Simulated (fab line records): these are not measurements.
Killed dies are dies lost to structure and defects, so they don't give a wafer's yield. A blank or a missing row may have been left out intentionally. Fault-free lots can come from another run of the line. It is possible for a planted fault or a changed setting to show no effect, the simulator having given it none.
A lot that was struck, set against a sound lot | flow rit cmos | 29 out of 202 route steps
Sound: wafers L221.1, L221.2, L221.5. Struck: wafer L227.1 (left out: L227.2, L227.5 of the same lot, which were not struck); the cause appears at the end.
Order at every step that has rows: each side's tool, ch and its chambers, its first start. Under that, the readings that differ: sound wafers | struck wafers | difference of the means | sigmas: that difference in standard deviations of wafers without a fault.
alike: readings whose means differ by less than 2 such deviations, and words and numbers that are the same on both sides. not compared: withheld readings, readings that some wafer has no value for, bounds like >300 that may hide the same value, and numbers for which the record gives no deviation and whose values overlap.
The two part at a step that has a row with sigmas, a row that says differs or no value, or rows on one side only. Numbers that have no deviation but don't overlap get no sigmas and don't part them. A reading that every wafer of one side lacks parts them only if that side has two wafers or more.

RIT_SDANNEAL_RTA_03: time 5 s.
  sound on rtp anneal-01 ch 0, day 6 07:38; struck on rtp anneal-01 ch 0, day 7 08:41
  alike: wafer_temp_C_max
RIT_SDANNEAL_RS_MEAS_04: a four-point-probe measurement.
  sound on film metro-03 at day 6 07:41; struck on film metro-04 at day 7 08:44
  alike: PSD_RS
RIT_SDANNEAL_RS_MEAS_05: a four-point-probe measurement.
  sound on film metro-03 at day 6 07:49; struck on film metro-04 at day 7 08:52
  alike: NSD_RS
RIT_SDANNEAL_RS_MEAS_06: a four-point-probe measurement.
  sound on film metro-03 at day 6 07:56; struck on film metro-04 at day 7 08:59
  alike: PLDD_RS
RIT_SDANNEAL_RS_MEAS_07: a four-point-probe measurement.
  sound on film metro-03 at day 6 08:03; struck on film metro-04 at day 7 09:06
  alike: NLDD_RS
then, 1 step without rows for these wafers: RIT_SILICIDE_WET_ETCH_00 (etches SiO2 in BOE, target depth 14 nm, time 15 s).
RIT_SILICIDE_SPUTTER_01: material Ti, target thk 30 nm, time 240 s.
  sound on pvd sputter-04 at day 6 08:11; struck on pvd sputter-02 at day 7 09:14
  alike: substrate temp c, throttle valve pct
RIT_SILICIDE_RS_MEAS_02: a four-point-probe measurement.
  sound on film metro-02 at day 6 08:20; struck on film metro-02 at day 7 09:23
  alike: SILICIDE_TI_RS
RIT_SILICIDE_THK_MEAS_03: measures by xrf.
  sound on film metro-02 at day 6 08:27; struck on film metro-02 at day 7 09:30
  alike: SILICIDE_TI_THK
RIT_SILICIDE_RTA_04: time 10 s, ramp up 5 s, ramp down 5 s.
  sound on rtp anneal-02 ch 0, day 6 08:31; struck on rtp anneal-02 ch 0, day 7 09:34
  alike: wafer_temp_C_max
then, 1 step without rows for these wafers: RIT_SILICIDE_WET_ETCH_05 (etches Ti in SPM, time 120 s).
RIT_SILICIDE_RTA_06: time 10 s, ramp up 5 s, ramp down 10 s.
  sound on rtp anneal-01 ch 0, day 6 08:38; struck on rtp anneal-01 ch 0, day 7 09:41
  alike: wafer_temp_C_max
RIT_CONTACT_CVD_00: deposits SiO2 from TEOS, target thk 400 nm, time 61 s.
  sound on pecvd-03 ch 1,2, day 6 08:41; struck on pecvd-03 ch 2, day 7 09:44
  reading                                  | sound             | struck | difference | sigmas
  model.SiO2_of_CONTACT_CVD_00.thk nm (nm) | 401.6 399.7 404.7 | 628.8  | +226.8     |
  alike: heater power w
RIT_CONTACT_THK_MEAS_01:
  sound on film metro-03 at day 6 08:44; struck on film metro-03 at day 7 09:47
  reading               | sound       | struck | difference | sigmas
  CONTACT_TEOS_THK (nm) | 402 400 405 | 628    | +226       | +43
then, 6 steps without rows for these wafers: RIT_CONTACT_HMDS_02 (prime time 60 s); RIT_CONTACT_COAT_03 (resist thk 1000 nm); RIT_CONTACT_SOFTBAKE_04 (time 60 s); RIT_CONTACT_EXPOSE_05 (exposes mask M11, target cd 1000 nm); RIT_CONTACT_PEB_06; RIT_CONTACT_DEVELOP_07 (develop time 120 s).
RIT_CONTACT_CD_MEAS_08: the cd target is 1000 nm.
  sound on cd sem-01 at day 6 09:54; struck on cd sem-01 at day 7 10:49
  alike: cd nm
RIT_CONTACT_OVL_MEAS_09:
  sound on overlay-02 at day 6 10:01; struck on overlay-01 at day 7 10:56
  alike: CONTACT_OVL
then, 1 step without rows for these wafers: RIT_CONTACT_HARDBAKE_10 (time 60 s).
RIT_CONTACT_ETCH_11: etches SiO2 in CHF3/CF4/Ar, stops on TiSi2, target depth 480 nm, time 320 s.
  sound on rie diel-03 ch 0,1,3, day 6 10:12; struck on rie diel-02 ch 2, day 7 11:08
  reading                             | sound             | struck | difference | sigmas
  model.etch.depth nm (nm)            | 401.6 399.7 404.7 | 483.2  | +81.2      |
  model.CONTACT.feature depth nm (nm) | 401.6 399.7 404.7 | 483.2  | +81.2      |
  alike: drypump motor current A, mfc ar sccm, oes product au, throttle valve pct
  not compared: rf hours counter h
RIT_CONTACT_STRIP_12: strips in O2, time 180 s.
  sound on plasma asher-03 ch 0,1, day 6 10:24; struck on plasma asher-01 ch 0, day 7 11:19
  alike: drypump motor current A
  not compared: rf hours counter h
RIT_CONTACT_CD_MEAS_90: the cd target is 1000 nm.
  sound on cd sem-01 at day 6 10:34; struck on cd sem-02 at day 7 11:30
  alike: cd nm
RIT_CONTACT_CLEAN_13: cleans in SC1, time 600 s.
  sound on wet bench-04 ch 0, day 6 10:41; struck on wet bench-04 ch 3, day 7 11:37
  reading                                  | sound             | struck | difference | sigmas
  model.SiO2_of_CONTACT_CVD_00.thk nm (nm) | 397.6 395.6 400.6 | 624.7  | +226.8     |
  alike: bath guard temp C
then, 1 step without rows for these wafers: RIT_CONTACT_CLEAN_14 (cleans in SC2, time 600 s).
RIT_M1_PROBE_99:
  sound on prober-01 at day 6 15:31; struck on prober-01 at day 7 16:52
  reading            | sound  | struck | difference | sigmas
  killed at contacts | 0 0 0  | 260    | +260       | +99 or more
  killed dies        | 12 4 2 | 264    | +258       | +92
  killed on rim      | 4 0 0  | 70     | +69        | +53
  alike: killed at front end, killed open, killed short

## WHERE THEY PART
Last at RIT_M1_PROBE_99 as far as this record goes, first at RIT_CONTACT_THK_MEAS_01.

WHY: the cause the simulator had injected
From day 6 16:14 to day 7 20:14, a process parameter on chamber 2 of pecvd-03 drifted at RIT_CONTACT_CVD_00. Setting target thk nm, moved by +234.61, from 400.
